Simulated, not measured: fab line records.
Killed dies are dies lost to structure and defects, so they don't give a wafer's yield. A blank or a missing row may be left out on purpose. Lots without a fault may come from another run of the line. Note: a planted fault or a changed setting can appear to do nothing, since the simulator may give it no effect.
fab line records | flow rit-cmos
record: lots: 14 | wafers: 42 | last-day: 7
route steps=202 shown M1@197
lots that met no fault: from a run of the same line without faults
start-h: the number of hours between the record's first day and the start of the first shown wafer of the lot | wait-h: hours elapsed since this lot's preceding step | " repeats the value in the row above | L1.1+2: one row covering several wafers at once | - value missing, or start not given | * or withheld: withheld | < > ~ a bound
route shown NAME@n: a module of which the file shows steps, and the number in the route of the first | usual: mean/standard deviation of fault-free wafers | same: alike in all rows | chamber/n: place in a boat | sites: readings site by site | _std_site: the standard deviation of these | _edge_site: the outer-site mean with the inner-site mean subtracted | radius-mm: for every site, how far away it sits from the centre of the wafer | mask NAME#n: copy n | behind: tool/chamber where the wafer was last shaped | hold: cause of the lot's hold/its duration in hours/its outcome | device: the transistor (n, p or np) that didn't switch | end of line: the tests these same wafers got at the end of their route | a step without rows: its recipe alone | killed: count of dies lost to structure and defects at first sort (not the wafer's yield) | map: dies across one wafer; x = killed, . = not, _ = none there
set.NAME: the setting the step ran with; set.NAME@STEP: the setting that earlier step ran with | model.NAME: the simulator's own value behind a step, which no gauge read
a sample of lots followed through the steps of the route, with each step as a table and each wafer as a row
services: a tool's chamber out of use, with start hour (start-h, from the record's first day; less than 0 if before it), hours out, and reason
== steps ==
step: RIT_M1_STRIP_13
recipe: chemistry: nmp | resist: NOVOLAK | temp-c: 80 | time-s: 600 | dry: n2-spin
usual: run-length-s: 629/3.9
lot.wafer | tool         | chamber | start-h | wait-h | run-length-s
L945.1    | wet-bench-04 | 2       | 55.65   | 0.3    | 632
L945.2    | "            | 2       | "       | "      | 632
L945.5    | "            | 2       | "       | "      | 632
L946.2    | wet-bench-01 | 3       | 61.65   | 0.1    | 628
L946.5    | "            | 3       | "       | "      | 628
L946.6    | "            | 3       | "       | "      | 628
L947.1    | wet-bench-01 | 1       | 69.35   | 0.1    | 625
L947.4    | "            | 1       | "       | "      | 625
L947.5    | "            | 1       | "       | "      | 625
L949.2    | wet-bench-03 | 1       | 75.69   | 0.1    | 634
L949.5    | "            | 1       | "       | "      | 634
L949.6    | "            | 1       | "       | "      | 634
L951.3    | wet-bench-01 | 2       | 86.99   | 0.1    | 633
L951.4    | "            | 2       | "       | "      | 633
L951.6    | "            | 2       | "       | "      | 633
L952.1    | wet-bench-01 | 2       | 95.73   | 0.1    | 704
L952.2    | "            | 2       | "       | "      | 704
L952.5    | "            | 2       | "       | "      | 704
L955.1    | wet-bench-01 | 2       | 105.66  | 0.1    | 705
L955.4    | "            | 2       | "       | "      | 705
L955.6    | "            | 2       | "       | "      | 705
L960.1    | wet-bench-04 | 2       | 132.70  | 0.1    | 631
L960.2    | "            | 2       | "       | "      | 631
L960.3    | "            | 2       | "       | "      | 631
L962.2    | wet-bench-04 | 0       | 144.33  | 0.1    | 635
L962.3    | "            | 0       | "       | "      | 635
L962.5    | "            | 0       | "       | "      | 635
L964.1    | wet-bench-03 | 3       | 152.57  | 0.1    | 625
L964.3    | "            | 3       | "       | "      | 625
L964.5    | "            | 3       | "       | "      | 625
L965.1    | wet-bench-01 | 0       | 160.11  | 0.1    | 626
L965.2    | "            | 0       | "       | "      | 626
L965.3    | "            | 0       | "       | "      | 626
L966.4    | wet-bench-04 | 0       | 162.50  | 0.1    | 634
L966.5    | "            | 0       | "       | "      | 634
L966.6    | "            | 0       | "       | "      | 634
L967.2    | wet-bench-01 | 1       | 166.04  | 0.1    | 634
L967.3    | "            | 1       | "       | "      | 634
L967.4    | "            | 1       | "       | "      | 634
L968.1    | wet-bench-01 | 1       | 171.95  | 0.1    | 625
L968.5    | "            | 1       | "       | "      | 625
L968.6    | "            | 1       | "       | "      | 625
step: RIT_M1_PROBE_99
usual: defect-limited-yield: 97.3/1.2 | killed_at_M0_to_M3: 0.1/0.34 | killed-at-contacts: 0.1/0.26 | killed-at-front-end: 7/3.1 | killed-dies: 7/3.1 | killed-open: 3.5/1.9 | killed-short: 3.4/2.1
same: gross-dies: 264 | killed_at_M4_up: 0 | killed-at-back-side: 0 | killed-at-other: 0
lot.wafer | tool      | chamber | start-h | wait-h | defect-limited-yield[%] | killed_at_M0_to_M3 | killed-at-contacts | killed-at-front-end | killed-dies | killed-open | killed-short
L945.1    | prober-01 | -       | 58.45   | 0.1    | 97.7                    | 0                  | 0                  | 6                   | 6           | 4           | 2
L945.2    | prober-01 | -       | 58.50   | 0.1    | 97.3                    | 0                  | 0                  | 7                   | 7           | 2           | 5
L945.5    | prober-01 | -       | 58.65   | 0.2    | 97.3                    | 0                  | 0                  | 7                   | 7           | 4           | 3
L946.2    | prober-01 | -       | 63.79   | 0.1    | 95.5                    | 2                  | 0                  | 10                  | 12          | 4           | 6
L946.5    | prober-01 | -       | 63.94   | 0.2    | 97.3                    | 0                  | 0                  | 7                   | 7           | 3           | 4
L946.6    | prober-01 | -       | 63.99   | 0.2    | 98.1                    | 3                  | 0                  | 2                   | 5           | 1           | 1
L947.1    | prober-02 | -       | 72.77   | 0.1    | 94.7                    | 0                  | 0                  | 14                  | 14          | 5           | 9
L947.4    | prober-02 | -       | 72.92   | 0.2    | 95.5                    | 0                  | 0                  | 12                  | 12          | 7           | 5
L947.5    | prober-02 | -       | 72.97   | 0.2    | 99.2                    | 0                  | 0                  | 2                   | 2           | 0           | 1
L949.2    | prober-02 | -       | 78.01   | 0.1    | 98.5                    | 0                  | 0                  | 4                   | 4           | 2           | 2
L949.5    | prober-02 | -       | 78.16   | 0.2    | 97.3                    | 0                  | 0                  | 7                   | 7           | 6           | 1
L949.6    | prober-02 | -       | 78.21   | 0.2    | 97.3                    | 0                  | 0                  | 7                   | 7           | 5           | 2
L951.3    | prober-02 | -       | 89.20   | 0.2    | 94.3                    | 0                  | 0                  | 15                  | 15          | 7           | 8
L951.4    | prober-02 | -       | 89.25   | 0.2    | 96.6                    | 0                  | 0                  | 9                   | 9           | 6           | 3
L951.6    | prober-02 | -       | 89.35   | 0.2    | 97.0                    | 0                  | 0                  | 8                   | 8           | 4           | 4
L952.1    | prober-01 | -       | 98.85   | 0.1    | 97.7                    | 0                  | 0                  | 6                   | 6           | 4           | 2
L952.2    | prober-01 | -       | 98.90   | 0.1    | 95.5                    | 0                  | 0                  | 12                  | 12          | 3           | 9
L952.5    | prober-01 | -       | 99.05   | 0.2    | 98.1                    | 0                  | 0                  | 5                   | 5           | 4           | 1
L955.1    | prober-02 | -       | 107.92  | 0.1    | 98.9                    | 0                  | 0                  | 3                   | 3           | 1           | 2
L955.4    | prober-02 | -       | 108.07  | 0.2    | 97.3                    | 0                  | 0                  | 7                   | 7           | 3           | 4
L955.6    | prober-02 | -       | 108.17  | 0.2    | 97.7                    | 0                  | 0                  | 6                   | 6           | 3           | 3
L960.1    | prober-01 | -       | 135.35  | 0.1    | 97.7                    | 0                  | 0                  | 6                   | 6           | 2           | 4
L960.2    | prober-01 | -       | 135.40  | 0.1    | 97.0                    | 0                  | 0                  | 8                   | 8           | 6           | 2
L960.3    | prober-01 | -       | 135.45  | 0.2    | 97.0                    | 0                  | 0                  | 8                   | 8           | 4           | 4
L962.2    | prober-01 | -       | 146.65  | 0.1    | 98.1                    | 0                  | 0                  | 5                   | 5           | 3           | 2
L962.3    | prober-01 | -       | 146.70  | 0.2    | 97.0                    | 0                  | 0                  | 8                   | 8           | 3           | 5
L962.5    | prober-01 | -       | 146.80  | 0.2    | 97.0                    | 0                  | 0                  | 8                   | 8           | 6           | 2
L964.1    | prober-01 | -       | 154.66  | 0.1    | 97.0                    | 0                  | 1                  | 7                   | 8           | 5           | 3
L964.3    | prober-01 | -       | 154.76  | 0.2    | 96.6                    | 0                  | 1                  | 8                   | 9           | 3           | 6
L964.5    | prober-01 | -       | 154.86  | 0.2    | 97.0                    | 0                  | 0                  | 8                   | 8           | 3           | 5
L965.1    | prober-02 | -       | 162.20  | 0.1    | 96.6                    | 0                  | 0                  | 9                   | 9           | 6           | 3
L965.2    | prober-02 | -       | 162.25  | 0.1    | 97.0                    | 0                  | 2                  | 6                   | 8           | 4           | 4
L965.3    | prober-02 | -       | 162.30  | 0.2    | 96.2                    | 0                  | 0                  | 10                  | 10          | 6           | 4
L966.4    | prober-01 | -       | 164.91  | 0.2    | 99.2                    | 0                  | 0                  | 2                   | 2           | 1           | 1
L966.5    | prober-01 | -       | 164.96  | 0.2    | 96.2                    | 0                  | 0                  | 10                  | 10          | 7           | 3
L966.6    | prober-01 | -       | 165.01  | 0.2    | 98.1                    | 0                  | 0                  | 5                   | 5           | 2           | 3
L967.2    | prober-02 | -       | 168.36  | 0.1    | 98.5                    | 0                  | 0                  | 4                   | 4           | 3           | 1
L967.3    | prober-02 | -       | 168.41  | 0.2    | 97.7                    | 0                  | 0                  | 6                   | 6           | 3           | 3
L967.4    | prober-02 | -       | 168.46  | 0.2    | 97.3                    | 0                  | 0                  | 7                   | 7           | 4           | 3
L968.1    | prober-01 | -       | 174.25  | 0.1    | 98.1                    | 0                  | 0                  | 5                   | 5           | 3           | 2
L968.5    | prober-01 | -       | 174.45  | 0.2    | 97.7                    | 0                  | 0                  | 6                   | 6           | 3           | 3
L968.6    | prober-01 | -       | 174.50  | 0.2    | 97.3                    | 0                  | 0                  | 7                   | 7           | 4           | 3
killed by level:class
L945.1 FOX1:geometric-particle:open=2 REOX:geometric-particle:short=2 FOX2:geometric-particle:open=1 REOX:geometric-particle:open=1
L945.2 SPACER:geometric-particle:short=3 GATE:geometric-particle:short=2 GATE:geometric-particle:open=1 SPACER:geometric-particle:open=1
L945.5 SPACER:geometric-particle:open=2 FOX1:geometric-particle:short=1 GATE:geometric-particle:open=1 GATE:geometric-particle:short=1 REOX:geometric-particle:open=1 SPACER:geometric-particle:short=1
L946.2 GATE:geometric-particle:short=3 FOX1:geometric-particle:open=2 SPACER:geometric-particle:open=2 SILICIDE:geometric-particle:short=2 M1:coat-microbubble-printed=2 REOX:geometric-particle:short=1
L946.5 SPACER:geometric-particle:open=2 FOX1:geometric-particle:short=1 FOX2:geometric-particle:open=1 FOX2:geometric-particle:short=1 GATE:geometric-particle:short=1 SILICIDE:geometric-particle:short=1
L946.6 M1:coat-microbubble-printed=3 GATE:geometric-particle:short=1 SILICIDE:geometric-particle:open=1
L947.1 SILICIDE:geometric-particle:short=3 GATE:geometric-particle:open=2 GATE:geometric-particle:short=2 REOX:geometric-particle:short=2 SILICIDE:geometric-particle:open=2 FOX1:geometric-particle:short=1 FOX2:geometric-particle:open=1 SPACER:geometric-particle:short=1
L947.4 GATE:geometric-particle:short=3 GATE:geometric-particle:open=3 FOX1:geometric-particle:short=1 FOX1:geometric-particle:open=1 FOX2:geometric-particle:open=1 REOX:geometric-particle:open=1 SPACER:geometric-particle:short=1 SILICIDE:geometric-particle:open=1
L947.5 SILICIDE:geometric-particle:short=1 PWELL:coat-microbubble-printed=1
L949.2 GATE:geometric-particle:open=2 GATE:geometric-particle:short=1 SPACER:geometric-particle:short=1
L949.5 FOX2:geometric-particle:open=2 FOX1:geometric-particle:open=1 GATE:geometric-particle:short=1 REOX:geometric-particle:open=1 SPACER:geometric-particle:open=1 SILICIDE:geometric-particle:open=1
L949.6 FOX2:geometric-particle:open=2 FOX1:geometric-particle:short=1 FOX1:geometric-particle:open=1 FOX2:geometric-particle:short=1 SILICIDE:geometric-particle:open=1 STARTING-WAFER:geometric-particle:open=1
L951.3 GATE:geometric-particle:short=5 FOX1:geometric-particle:open=4 FOX2:geometric-particle:open=2 FOX2:geometric-particle:short=1 REOX:geometric-particle:short=1 SPACER:geometric-particle:short=1 SILICIDE:geometric-particle:open=1
L951.4 FOX1:geometric-particle:open=3 FOX1:geometric-particle:short=1 FOX2:geometric-particle:open=1 FOX2:geometric-particle:short=1 REOX:geometric-particle:short=1 REOX:geometric-particle:open=1 SILICIDE:geometric-particle:open=1
L951.6 FOX1:geometric-particle:open=2 REOX:geometric-particle:short=2 FOX1:geometric-particle:short=1 FOX2:geometric-particle:short=1 FOX2:geometric-particle:open=1 GATE:geometric-particle:open=1
L952.1 FOX1:geometric-particle:open=2 FOX2:geometric-particle:short=2 FOX2:geometric-particle:open=1 SILICIDE:geometric-particle:open=1
L952.2 FOX1:geometric-particle:short=3 SPACER:geometric-particle:short=3 GATE:geometric-particle:short=2 FOX2:geometric-particle:open=1 FOX2:geometric-particle:short=1 GATE:geometric-particle:open=1 SILICIDE:geometric-particle:open=1
L952.5 FOX1:geometric-particle:open=2 GATE:geometric-particle:open=2 GATE:geometric-particle:short=1
L955.1 FOX1:geometric-particle:short=1 GATE:geometric-particle:open=1 SPACER:geometric-particle:short=1
L955.4 REOX:geometric-particle:short=2 FOX1:geometric-particle:short=1 FOX2:geometric-particle:open=1 GATE:geometric-particle:open=1 SPACER:geometric-particle:short=1 SILICIDE:geometric-particle:open=1
L955.6 GATE:geometric-particle:short=2 SPACER:geometric-particle:open=2 GATE:geometric-particle:open=1 SPACER:geometric-particle:short=1
L960.1 GATE:geometric-particle:short=4 GATE:geometric-particle:open=2
L960.2 GATE:geometric-particle:open=2 REOX:geometric-particle:open=2 FOX1:geometric-particle:open=1 GATE:geometric-particle:short=1 REOX:geometric-particle:short=1 SILICIDE:geometric-particle:open=1
L960.3 GATE:geometric-particle:short=2 SILICIDE:geometric-particle:open=2 SILICIDE:geometric-particle:short=2 FOX2:geometric-particle:open=1 GATE:geometric-particle:open=1
L962.2 REOX:geometric-particle:open=2 GATE:geometric-particle:open=1 REOX:geometric-particle:short=1 SPACER:geometric-particle:short=1
L962.3 GATE:geometric-particle:short=4 FOX2:geometric-particle:short=1 GATE:geometric-particle:open=1 REOX:geometric-particle:open=1 SPACER:geometric-particle:open=1
L962.5 FOX2:geometric-particle:open=2 GATE:geometric-particle:open=2 REOX:geometric-particle:short=1 SPACER:geometric-particle:short=1 SPACER:geometric-particle:open=1 SILICIDE:geometric-particle:open=1
L964.1 FOX1:geometric-particle:open=2 GATE:geometric-particle:short=2 FOX1:geometric-particle:short=1 GATE:geometric-particle:open=1 REOX:geometric-particle:open=1 CONTACT:geometric-particle:open=1
L964.3 GATE:geometric-particle:short=3 FOX1:geometric-particle:short=2 FOX2:geometric-particle:short=1 GATE:geometric-particle:open=1 REOX:geometric-particle:open=1 CONTACT:geometric-particle:open=1
L964.5 GATE:geometric-particle:short=3 FOX1:geometric-particle:open=2 FOX1:geometric-particle:short=1 GATE:geometric-particle:open=1 SPACER:geometric-particle:short=1
L965.1 GATE:geometric-particle:open=3 SPACER:geometric-particle:open=2 FOX1:geometric-particle:short=1 FOX2:geometric-particle:open=1 GATE:geometric-particle:short=1 REOX:geometric-particle:short=1
L965.2 GATE:geometric-particle:open=3 FOX1:geometric-particle:short=1 GATE:geometric-particle:short=1 SILICIDE:geometric-particle:short=1 CONTACT:geometric-particle:short=1 CONTACT:geometric-particle:open=1
L965.3 GATE:geometric-particle:short=4 FOX1:geometric-particle:open=2 GATE:geometric-particle:open=2 REOX:geometric-particle:open=1 SPACER:geometric-particle:open=1
L966.4 GATE:geometric-particle:short=1 GATE:geometric-particle:open=1
L966.5 REOX:geometric-particle:open=3 GATE:geometric-particle:open=2 FOX1:geometric-particle:open=1 FOX2:geometric-particle:short=1 SPACER:geometric-particle:open=1 SPACER:geometric-particle:short=1 SILICIDE:geometric-particle:short=1
L966.6 FOX1:geometric-particle:short=1 GATE:geometric-particle:open=1 REOX:geometric-particle:short=1 SPACER:geometric-particle:open=1 SILICIDE:geometric-particle:short=1
L967.2 GATE:geometric-particle:open=3 GATE:geometric-particle:short=1
L967.3 GATE:geometric-particle:short=2 SPACER:geometric-particle:open=2 REOX:geometric-particle:open=1 SILICIDE:geometric-particle:short=1
L967.4 GATE:geometric-particle:short=2 SPACER:geometric-particle:open=2 REOX:geometric-particle:short=1 REOX:geometric-particle:open=1 SILICIDE:geometric-particle:open=1
L968.1 GATE:geometric-particle:short=2 GATE:geometric-particle:open=2 SPACER:geometric-particle:open=1
L968.5 FOX1:geometric-particle:short=1 FOX1:geometric-particle:open=1 FOX2:geometric-particle:short=1 GATE:geometric-particle:open=1 SPACER:geometric-particle:open=1 SILICIDE:geometric-particle:short=1
L968.6 FOX1:geometric-particle:open=2 FOX1:geometric-particle:short=1 GATE:geometric-particle:short=1 REOX:geometric-particle:open=1 REOX:geometric-particle:short=1 SILICIDE:geometric-particle:open=1
== services ==
tool         | chamber | start-h | hours | kind
wet-bench-01 | -       | 74.24   | 1.2   | repair
== key ==
first-sign: step: RIT_M1_STRIP_13 | reading: run-length-s | direction: up | sigmas: 19 | usual: * | struck: *
effect none on later readings
met-at RIT_M1_STRIP_13
struck-lots L952,L955
onset-between 86.99 95.73
fault: kind: process-parameter-drift | tool: wet-bench-01 | chamber: - | onset-h: 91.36 | steps: RIT_M1_STRIP_13 | channel: time-s | offset: * | shape: step | end-h: 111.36 | acts-in: * | stated: *
